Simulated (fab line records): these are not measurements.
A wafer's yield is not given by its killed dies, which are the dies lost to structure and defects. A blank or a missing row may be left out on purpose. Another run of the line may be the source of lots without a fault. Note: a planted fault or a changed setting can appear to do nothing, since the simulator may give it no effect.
fab line records	flow ritCmos
[record] lots = 6	wafers = 18	lastDay = 7
route steps=202 shown PLDD@121 SPACER@125 NSD@131 M1@202
lots that met no fault: taken from a fault-free run of the same line
startH: hours from the record's first day to the start of the lot's first wafer shown	waitH: hours elapsed since this lot's preceding step	" the same as in the row above	L1.1+2: a single row standing in for several wafers	- no value present, or no start provided	* or withheld: withheld	< > ~ a bound
route shown NAME@n: a module of which the file shows steps, and the number in the route of the first	usual: average and standard deviation across the fault-free wafers	same: alike in all rows	chamber/n: place in a boat	sites: readings site by site	_std_site: the values' standard deviation	_edge_site: mean of outer sites minus mean of inner sites	radiusMm: how far each site lies from the wafer's centre	mask NAME#n: copy n	behind: the tool/chamber that last shaped the wafer	hold: why the lot went on hold/how many hours it stayed there/how the hold came to an end	device: the transistor (n, p or np) that didn't switch	end of line: the route-end tests of the same wafers	a step given without rows: its recipe and nothing more	killed: the dies lost at the first sort to structure and to defects; this is not the yield of the wafer	map: a wafer's dies, marking killed ones x, the rest . and places with no die _
set.NAME: the run value of the setting; set.NAME@STEP: its run value at that earlier step	model.NAME: the simulator's own value behind a step, which no gauge read
lots at some steps of the route; a table a step, a row a wafer
services: when a tool's chamber went out of use (startH, in hours from the record's first day, below 0 if earlier), for how many hours, and the reason
[[steps]]
[step RIT_PLDD_HARDBAKE_07]
[recipe] resist = NOVOLAK	tempC = 140	timeS = 60
[step RIT_PLDD_IMPLANT_08]
[recipe] species = BF2	energyKev = 20	doseCm2 = 9e+14	tiltDeg = 7
[step RIT_PLDD_STRIP_09]
[recipe] chemistry = O2	timeS = 180	resist = NOVOLAK	platenTempC = withheld	powerW = 500	pressureMtorr = 4000	o2FlowSccm = 4000
[usual] drypumpMotorCurrentA = 5.7/0.46
lot.wafer	tool	chamber	startH	waitH	drypumpMotorCurrentA	rfHoursCounterH
L544.3	plasmaAsher-01	1	54.12	0.1	5.0	-
L544.4	"	0	"	"	5.6	-
L544.5	"	1	"	"	5.0	-
L556.1	plasmaAsher-04	1	105.62	0.1	6.3	46
L556.2	"	0	"	"	6.2	46
L556.6	"	0	"	"	6.2	-
L560.1	plasmaAsher-01	0	126.54	0.1	5.6	34
L560.4	"	0	"	"	5.5	-
L560.6	"	1	"	"	5.0	-
L561.1	plasmaAsher-02	0	135.75	0.1	5.5	51
L561.3	"	1	"	"	5.6	-
L561.4	"	0	"	"	5.5	-
L564.2	plasmaAsher-01	1	153.56	0.1	5.0	36
L564.5	"	1	"	"	5.0	-
L564.6	"	0	"	"	5.6	-
L565.2	plasmaAsher-04	0	160.47	0.1	6.2	51
L565.3	"	1	"	"	6.3	-
L565.4	"	0	"	"	6.2	-
[step RIT_PLDD_TW_MEAS_10]
[usual] PLDD_TW = 2349/23
lot.wafer	tool	chamber	startH	waitH	PLDD_TW
L544.3	filmMetro-03	-	54.26	0.1	2376
L544.4	"	-	"	"	2375
L544.5	"	-	"	"	2384
L556.1	filmMetro-03	-	105.79	0.1	2357
L556.2	"	-	"	"	2354
L556.6	"	-	"	"	2362
L560.1	filmMetro-04	-	126.72	0.1	2333
L560.4	"	-	"	"	2333
L560.6	"	-	"	"	2332
L561.1	filmMetro-04	-	135.93	0.1	2337
L561.3	"	-	"	"	2336
L561.4	"	-	"	"	2329
L564.2	filmMetro-01	-	153.75	0.1	2333
L564.5	"	-	"	"	2347
L564.6	"	-	"	"	2346
L565.2	filmMetro-03	-	160.65	0.1	2377
L565.3	"	-	"	"	2380
L565.4	"	-	"	"	2364
[step RIT_SPACER_CLEAN_00]
[recipe] chemistry = SC1	mix = 3:3:50	timeS = 600	tempC = 75
[step RIT_SPACER_CLEAN_01]
[recipe] chemistry = dHF	dilution = 50:1	timeS = 30
[step RIT_SPACER_CLEAN_02]
[recipe] chemistry = SC2	mix = 3:3:50	timeS = 600	tempC = 75	dry = n2Spin
[step RIT_SPACER_CVD_03]
[recipe] material = Si3N4	targetThkNm = 250	tempC = 810	precursor = SiH2Cl2/NH3	timeS = 3300	pressureMtorr = 300	sih2cl2FlowSccm = 60	nh3FlowSccm = 150
[step RIT_SPACER_THK_MEAS_04]
[recipe] reads = Si3N4_of_SPACER_CVD_03
[usual] SPACER_NITRIDE_THK = 249.4/2.3
lot.wafer	tool	chamber	startH	waitH	SPACER_NITRIDE_THK[nm]
L544.3	filmMetro-02	-	56.60	0.0	249.3
L544.4	"	-	"	"	249.0
L544.5	"	-	"	"	245.7
L556.1	filmMetro-01	-	108.14	0.0	251.8
L556.2	"	-	"	"	253.8
L556.6	"	-	"	"	250.9
L560.1	filmMetro-01	-	129.06	0.0	251.4
L560.4	"	-	"	"	250.7
L560.6	"	-	"	"	253.1
L561.1	filmMetro-03	-	138.27	0.0	251.3
L561.3	"	-	"	"	250.3
L561.4	"	-	"	"	252.7
L564.2	filmMetro-03	-	156.09	0.0	250.7
L564.5	"	-	"	"	250.3
L564.6	"	-	"	"	250.9
L565.2	filmMetro-03	-	163.02	0.0	248.0
L565.3	"	-	"	"	247.5
L565.4	"	-	"	"	248.8
[step RIT_SPACER_ETCHBACK_05]
[recipe] targetDepthA = 2500	SF6_flow_sccm = 30	CHF3_flow_sccm = 30	target = Si3N4	chemistry = SF6/CHF3	pressureMtorr = 40	rfW = 250	timeS = 240	stopOn = SiO2
[usual] drypumpMotorCurrentA = 5.9/0.49	oesProductAu = 0.841/0.013	throttleValvePct = 10.32/0.11
lot.wafer	tool	chamber	startH	waitH	drypumpMotorCurrentA	oesProductAu	rfHoursCounterH	throttleValvePct
L544.3	rieDiel-03	0	56.64	0.0	5.8	0.839	60	10.44
L544.4	"	2	"	"	6.6	0.838	65	10.32
L544.5	"	1	"	"	6.1	0.828	-	10.52
L556.1	rieDiel-02	1	108.20	0.1	5.8	0.826	8	10.10
L556.2	"	0	"	"	5.3	0.846	37	10.34
L556.6	"	3	"	"	5.8	0.858	-	10.39
L560.1	rieDiel-04	2	129.12	0.1	6.2	0.843	10	10.20
L560.4	"	3	"	"	6.2	0.859	3	10.43
L560.6	"	0	"	"	6.0	0.847	-	10.32
L561.1	rieDiel-02	2	138.33	0.1	5.6	0.840	96	10.23
L561.3	"	1	"	"	5.7	0.820	9	10.10
L561.4	"	3	"	"	5.7	0.857	76	10.38
L564.2	rieDiel-03	1	156.14	0.0	6.2	0.830	118	10.53
L564.5	"	1	"	"	6.2	0.822	-	10.51
L564.6	"	2	"	"	6.6	0.841	-	10.33
L565.2	rieDiel-03	3	163.07	0.0	4.9	0.832	142	10.22
L565.3	"	1	"	"	6.2	0.830	118	10.50
L565.4	"	0	"	"	5.8	0.841	62	10.43
[step RIT_NSD_HMDS_00]
[recipe] primeTimeS = 60	primeTempC = 140
[step RIT_NSD_COAT_01]
[recipe] resist = NOVOLAK	spinRpm = 3250	resistThkNm = 1000
[step RIT_NSD_SOFTBAKE_02]
[recipe] resist = NOVOLAK	tempC = 90	timeS = 60
[usual] heaterPowerTotalW = 34.57/0.05	plateTempC = 89.99/0.12
lot.wafer	tool	chamber	startH	waitH	heaterPowerTotalW	plateTempC
L544.3	lithoTrack-02	0	57.14	0.1	34.58	89.99
L544.4	"	0	"	"	34.59	90.12
L544.5	"	0	"	"	34.62	90.03
L556.1	lithoTrack-01	0	108.65	0.1	34.58	90.28
L556.2	"	0	"	"	34.64	89.85
L556.6	"	0	"	"	34.48	90.08
L560.1	lithoTrack-02	0	129.57	0.1	33.19	87.68
L560.4	"	0	"	"	33.29	87.56
L560.6	"	0	"	"	33.31	87.47
L561.1	lithoTrack-02	0	138.78	0.1	33.22	87.45
L561.3	"	0	"	"	33.31	87.59
L561.4	"	0	"	"	33.32	87.57
L564.2	lithoTrack-04	0	156.61	0.1	34.57	90.18
L564.5	"	0	"	"	34.55	90.03
L564.6	"	0	"	"	34.68	90.12
L565.2	lithoTrack-04	0	163.54	0.1	34.51	89.64
L565.3	"	0	"	"	34.67	89.84
L565.4	"	0	"	"	34.55	89.82
[step RIT_NSD_EXPOSE_03]
[recipe] maskId = M9	na = 0.57	targetCdNm = 40700	doseMj = 250
[step RIT_NSD_PEB_04]
[recipe] resist = NOVOLAK	tempC = withheld	timeS = withheld
[step RIT_NSD_DEVELOP_05]
[recipe] resist = NOVOLAK	developTimeS = 50	devTempC = 23
[same] developTimeS = 50
lot.wafer	tool	chamber	startH	waitH	model.NOVOLAK_of_NSD_COAT_01.thkNm
L544.3	lithoTrack-02	0	-	-	1003
L544.4	"	0	"	"	1000
L544.5	"	0	"	"	998.4
L556.1	lithoTrack-04	0	-	-	996
L556.2	"	0	"	"	995.5
L556.6	"	0	"	"	992.9
L560.1	lithoTrack-02	0	-	-	1009
L560.4+6	"	0	"	"	1008
L561.1+3	lithoTrack-01	0	-	-	1011
L561.4	"	0	"	"	1015
L564.2	lithoTrack-01	0	-	-	1002
L564.5	"	0	"	"	999.5
L564.6	"	0	"	"	999.2
L565.2	lithoTrack-02	0	-	-	1004
L565.3	"	0	"	"	1001
L565.4	"	0	"	"	1002
[step RIT_NSD_OVL_MEAS_06]
[usual] NSD_OVL = 0.4/1.4
lot.wafer	tool	chamber	startH	waitH	NSD_OVL[nm]
L544.3	overlay-01	-	57.78	-	1.2
L544.4	"	-	"	"	0.9
L544.5	"	-	"	"	-2.1
L556.1	overlay-02	-	109.33	-	1.6
L556.2	"	-	"	"	0.7
L556.6	"	-	"	"	0.4
L560.1	overlay-01	-	130.25	-	1.9
L560.4	"	-	"	"	1.6
L560.6	"	-	"	"	-0.4
L561.1	overlay-02	-	139.33	-	0.0
L561.3	"	-	"	"	2.8
L561.4	"	-	"	"	1.1
L564.2	overlay-01	-	157.14	-	0.8
L564.5	"	-	"	"	1.4
L564.6	"	-	"	"	1.4
L565.2	overlay-01	-	164.07	-	-0.3
L565.3	"	-	"	"	0.7
L565.4	"	-	"	"	0.2
[step RIT_M1_PROBE_99]
[usual] killedAtFrontEnd = 7/3	killedDies = 7/3	killedOpen = 3.4/1.8	killedShort = 3.8/2.1
[same] grossDies = 264	killed_at_M0_to_M3 = 0	killed_at_M4_up = 0	killedAtBackSide = 0	killedAtContacts = 0	killedAtOther = 0
lot.wafer	tool	chamber	startH	waitH	killedAtFrontEnd	killedDies	killedOpen	killedShort
L565.2	prober-01	-	174.01	0.1	8	8	3	5
L565.3	prober-01	-	174.06	0.2	7	7	3	4
L565.4	prober-01	-	174.11	0.2	2	2	1	1
// killed by level:class
L565.2 GATE:geometricParticle:short=3 FOX2:geometricParticle:open=1 GATE:geometricParticle:open=1 REOX:geometricParticle:short=1 REOX:geometricParticle:open=1 SILICIDE:geometricParticle:short=1
L565.3 GATE:geometricParticle:short=2 GATE:geometricParticle:open=2 REOX:geometricParticle:short=1 REOX:geometricParticle:open=1 SILICIDE:geometricParticle:short=1
L565.4 GATE:geometricParticle:short=1 GATE:geometricParticle:open=1
[[services]]
tool	chamber	startH	hours	kind
rieDiel-04	0	42.82	4.8	repair
plasmaAsher-04	-	78.88	2.8	pm
rieDiel-03	0	86.65	18.1	repair
plasmaAsher-01	-	136.21	0.6	repair
rieDiel-04	3	145.90	8.6	repair
[[key]]
[firstSign] step = RIT_NSD_SOFTBAKE_02	reading = heaterPowerTotalW	direction = down	sigmas = 26	usual = 34.57	struck = 33.27
[effect] step = RIT_NSD_SOFTBAKE_02	reading = plateTempC	direction = down	sigmas = 20	usual = *	struck = *
[modelEffect] step = RIT_NSD_DEVELOP_05	value = NOVOLAK_of_NSD_COAT_01.thkNm	without = 1004	struck = 1010
metAt RIT_NSD_SOFTBAKE_02
struckWafers L560.1,L560.4,L560.6,L561.1,L561.3,L561.4
testerLeftOut L560,L561
onsetBetween 57.14 129.57
[fault] kind = processParameterDrift	tool = lithoTrack-02	chamber = -	onsetH = 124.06	steps = RIT_NSD_SOFTBAKE_02	channel = tempC	offset = *	shape = step	endH = 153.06	actsIn = *	stated = *
// testerLeftOut: of these lots the tester's yield and bins aren't shown, on N5 and GAA mostly nor the transistor test; their killed dies are dies lost to structure and defects alone, not to doping, threshold or leakage, so they don't give the yield
